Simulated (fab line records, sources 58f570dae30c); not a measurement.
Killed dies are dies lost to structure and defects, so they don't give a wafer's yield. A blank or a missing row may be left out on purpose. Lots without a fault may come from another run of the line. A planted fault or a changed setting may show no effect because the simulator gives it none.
Which tool did it? | flow berkeley_cmos170 | 14 lots, 42 wafers sampled, at 5 steps of a route of 331

WHAT THE GAUGES READ, wafer by wafer
UCB170_M2_OVL_MEAS_16.
lot  | measured     | on         | M2_OVL (nm)
L448 | day 7 16:23  | overlay-01 | -4 2 -3
L449 | day 7 16:38  | overlay-02 | -8 -8 -3
L447 | day 7 16:52  | overlay-02 | -8 -1 -4
L451 | day 8 08:46  | overlay-02 | -5 2 -2
L450 | day 8 19:50  | overlay-01 | -9 -2 -3
L453 | day 8 19:22  | overlay-02 | 4 2 -5
L457 | day 9 20:16  | overlay-01 | 5 1 7
L456 | day 9 20:45  | overlay-02 | -3 -1 -4
L458 | day 10 04:28 | overlay-01 | -4 -2 -3
L463 | day 10 15:19 | overlay-02 | 3 -4 -2
L461 | day 10 15:03 | overlay-02 | -1 0 -1
L467 | day 11 08:40 | overlay-01 | 2 1 2
L469 | day 12 10:40 | overlay-01 | 2 -3 0
L470 | day 12 10:52 | overlay-02 | 2 -1 2

UCB170_V2_OVL_MEAS_13.
lot  | measured     | on         | V2_OVL (nm)
L448 | day 7 19:31  | overlay-01 | 3 3 2
L449 | day 7 19:04  | overlay-01 | -4 -3 -1
L447 | day 7 19:48  | overlay-02 | -3 1 1
L451 | day 8 11:04  | overlay-02 | -4 0 0
L450 | day 8 22:26  | overlay-01 | 1 3 1
L453 | day 8 21:49  | overlay-02 | -3 -4 2
L457 | day 9 22:58  | overlay-01 | 6 -2 6
L456 | day 9 23:25  | overlay-01 | 1 4 1
L458 | day 10 07:13 | overlay-02 | 4 8 0
L463 | day 10 18:01 | overlay-01 | 3 3 -3
L461 | day 10 17:34 | overlay-01 | 2 6 0
L467 | day 11 11:17 | overlay-02 | 3 6 0
L469 | day 12 13:06 | overlay-02 | 3 5 2
L470 | day 12 13:23 | overlay-02 | -3 6 -1

WHICH TOOL RAN EACH LOT (tool, then ch and the chambers of the sampled wafers, then the start)
lot  | UCB170_CONTACT_ETCH_18                        | UCB170_M2_METAL_ETCH_18           | UCB170_M2_STRIP_19
L448 | rie_diel-02 ch 1,2,3, day 7 16:23 or earlier  | rie_metal-02 ch 0, day 7 16:28    | plasma_asher-03 ch 0,1, day 7 16:50
L449 | rie_diel-04 ch 0,2,3, day 7 16:38 or earlier  | rie_metal-03 ch 0,1, day 7 16:42  | plasma_asher-01 ch 0,1, day 7 16:53
L447 | rie_diel-04 ch 0,1,3, day 7 16:52 or earlier  | rie_metal-04 ch 0,1, day 7 16:56  | plasma_asher-02 ch 0,1, day 7 17:08
L451 | rie_diel-02 ch 0,3, day 8 08:46 or earlier    | rie_metal-04 ch 0,1, day 8 08:50  | plasma_asher-02 ch 0,1, day 8 09:01
L450 | rie_diel-04 ch 1,2,3, day 8 19:50 or earlier  | rie_metal-04 ch 0,1, day 8 19:55  | plasma_asher-02 ch 0,1, day 8 20:10
L453 | rie_diel-01 ch 1,2,3, day 8 19:22 or earlier  | rie_metal-03 ch 0,1, day 8 19:27  | plasma_asher-03 ch 0,1, day 8 19:38
L457 | rie_diel-01 ch 0,1,2, day 9 20:16 or earlier  | rie_metal-04 ch 0,1, day 9 20:20  | plasma_asher-03 ch 0,1, day 9 20:32
L456 | rie_diel-04 ch 1,3, day 9 20:45 or earlier    | rie_metal-02 ch 0,1, day 9 20:53  | plasma_asher-01 ch 0,1, day 9 21:02
L458 | rie_diel-04 ch 1,3, day 10 04:28 or earlier   | rie_metal-04 ch 0,1, day 10 04:32 | plasma_asher-03 ch 0,1, day 10 04:43
L463 | rie_diel-01 ch 0,1,2, day 10 15:19 or earlier | rie_metal-04 ch 0,1, day 10 15:23 | plasma_asher-03 ch 0,1, day 10 15:34
L461 | rie_diel-02 ch 0,1, day 10 15:03 or earlier   | rie_metal-02 ch 0,1, day 10 15:10 | plasma_asher-03 ch 0,1, day 10 15:20
L467 | rie_diel-04 ch 0,3, day 11 08:40 or earlier   | rie_metal-04 ch 0, day 11 08:44   | plasma_asher-02 ch 1, day 11 08:56
L469 | rie_diel-01 ch 0,2, day 12 10:40 or earlier   | rie_metal-02 ch 0,1, day 12 10:44 | plasma_asher-01 ch 1, day 12 10:55
L470 | rie_diel-04 ch 1,2, day 12 10:52 or earlier   | rie_metal-03 ch 0,1, day 12 10:56 | plasma_asher-02 ch 0,1, day 12 11:07
- UCB170_CONTACT_ETCH_18: etches PSG in CHF3/CF4/Ar, stops on TiSi2, target depth 840 nm, time 195 s.
- UCB170_M2_METAL_ETCH_18: etches Al in Cl2/BCl3, stops on SiO2, target depth 1170 nm, time 195 s.
- UCB170_M2_STRIP_19: strips in O2.

WHAT THE TOOLS THEMSELVES READ (means of the sampled wafers that have a number; where no wafer has one, the mark that the record gives instead)
UCB170_CONTACT_ETCH_18.
lot  | tool        | cf4_flow_sccm (sccm) | drypump_motor_current_A (A) | oes_product_au (a.u.) | throttle_valve_pct (%)
L448 | rie_diel-02 | 14.97                | 5.78                        | 0.903                 | 6.86
L449 | rie_diel-04 | 14.99                | 5.90                        | 0.896                 | 6.97
L447 | rie_diel-04 | 14.95                | 5.77                        | 0.905                 | 6.94
L451 | rie_diel-02 | 15.03                | 5.92                        | 0.894                 | 6.88
L450 | rie_diel-04 | 15.03                | 6.05                        | 0.891                 | 6.98
L453 | rie_diel-01 | 14.98                | 5.67                        | 0.891                 | 6.89
L457 | rie_diel-01 | 14.97                | 5.83                        | 0.892                 | 6.92
L456 | rie_diel-04 | 14.99                | 5.92                        | 0.911                 | 6.96
L458 | rie_diel-04 | 15.04                | 5.88                        | 0.903                 | 7.05
L463 | rie_diel-01 | 15.02                | 5.81                        | 0.891                 | 6.92
L461 | rie_diel-02 | 15.03                | 5.96                        | 0.895                 | 6.86
L467 | rie_diel-04 | 14.92                | 5.73                        | 0.898                 | 7.03
L469 | rie_diel-01 | 14.94                | 5.85                        | 0.893                 | 6.94
L470 | rie_diel-04 | 15.02                | 6.13                        | 0.904                 | 6.91

UCB170_M2_METAL_ETCH_18.
lot  | tool         | drypump_motor_current_A (A) | oes_product_au (a.u.) | throttle_valve_pct (%)
L448 | rie_metal-02 | 5.4                         | 0.859                 | 24.42
L449 | rie_metal-03 | 5.8                         | 0.873                 | 24.27
L447 | rie_metal-04 | 6.0                         | 0.853                 | 24.74
L451 | rie_metal-04 | 6.1                         | 0.855                 | 24.74
L450 | rie_metal-04 | 6.1                         | 0.849                 | 24.74
L453 | rie_metal-03 | 5.8                         | 0.866                 | 24.27
L457 | rie_metal-04 | 6.1                         | 0.842                 | 24.75
L456 | rie_metal-02 | 5.6                         | 0.849                 | 24.39
L458 | rie_metal-04 | 6.1                         | 0.849                 | 24.73
L463 | rie_metal-04 | 6.1                         | 0.854                 | 24.74
L461 | rie_metal-02 | 6.0                         | 0.858                 | 24.35
L467 | rie_metal-04 | 6.2                         | 0.845                 | 24.73
L469 | rie_metal-02 | 5.7                         | 0.862                 | 24.39
L470 | rie_metal-03 | 5.7                         | 0.862                 | 24.28

UCB170_M2_STRIP_19.
lot  | tool            | drypump_motor_current_A (A) | oes_product_au (a.u.)
L448 | plasma_asher-03 | 6.05                        | 0.532
L449 | plasma_asher-01 | 5.57                        | 0.535
L447 | plasma_asher-02 | 5.83                        | 0.541
L451 | plasma_asher-02 | 5.71                        | 0.542
L450 | plasma_asher-02 | 5.70                        | 0.542
L453 | plasma_asher-03 | 6.07                        | 0.541
L457 | plasma_asher-03 | 6.08                        | 0.541
L456 | plasma_asher-01 | 5.57                        | 0.527
L458 | plasma_asher-03 | 6.07                        | 0.540
L463 | plasma_asher-03 | 6.08                        | 0.676
L461 | plasma_asher-03 | 6.08                        | 0.535
L467 | plasma_asher-02 | 5.58                        | 0.681
L469 | plasma_asher-01 | 5.64                        | 0.527
L470 | plasma_asher-02 | 5.68                        | 0.540

THE ANSWER, worked out from the rows above alone
Rule: what is usual is taken from the lots themselves. Put in order of their means at a reading, lots are off if they are a third of the lots or fewer, leave a main group of 4 or more, and stand apart from it by a gap of 3 or more times the standard deviation of the main group's means; of several such gaps the widest counts. A main group whose means are all the same, to the digits that the tables above print for the reading, isn't used. A lot without any number at a reading at which 4 lots or more have one is off too. The other lots that the step has rows for count as sound. The gauges are gone through in route order, then the tools' own readings, and for those a lot's mean is taken as printed above. The first step at which some lot is off is used, and at that step the reading that is off furthest; a lot without a number counts as furthest.
Off: L463, L467, at UCB170_M2_STRIP_19 (oes_product_au). The main group: mean 0.537 a.u., standard deviation 0.0054.
A tool fits if, at that step or a process step before it, it ran every lot that is off, and no sound lot after the first of them. UCB170_CONTACT_ETCH_18 gives no start for some lots, so the hours and the order of its lots are those of UCB170_M2_OVL_MEAS_16. One fits: rie_metal-04 at UCB170_M2_METAL_ETCH_18. Its last sound lot is L458 (day 10 04:32), its first lot that is off L463 (day 10 15:23): a fault that began between those two fits.

WHAT THE SIMULATOR HAD PUT IN
Process parameter drift: rie_metal-04, from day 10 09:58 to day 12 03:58, at UCB170_M2_METAL_ETCH_18. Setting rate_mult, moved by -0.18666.
Lots struck among those shown: L463, L467. The rule above found the same.
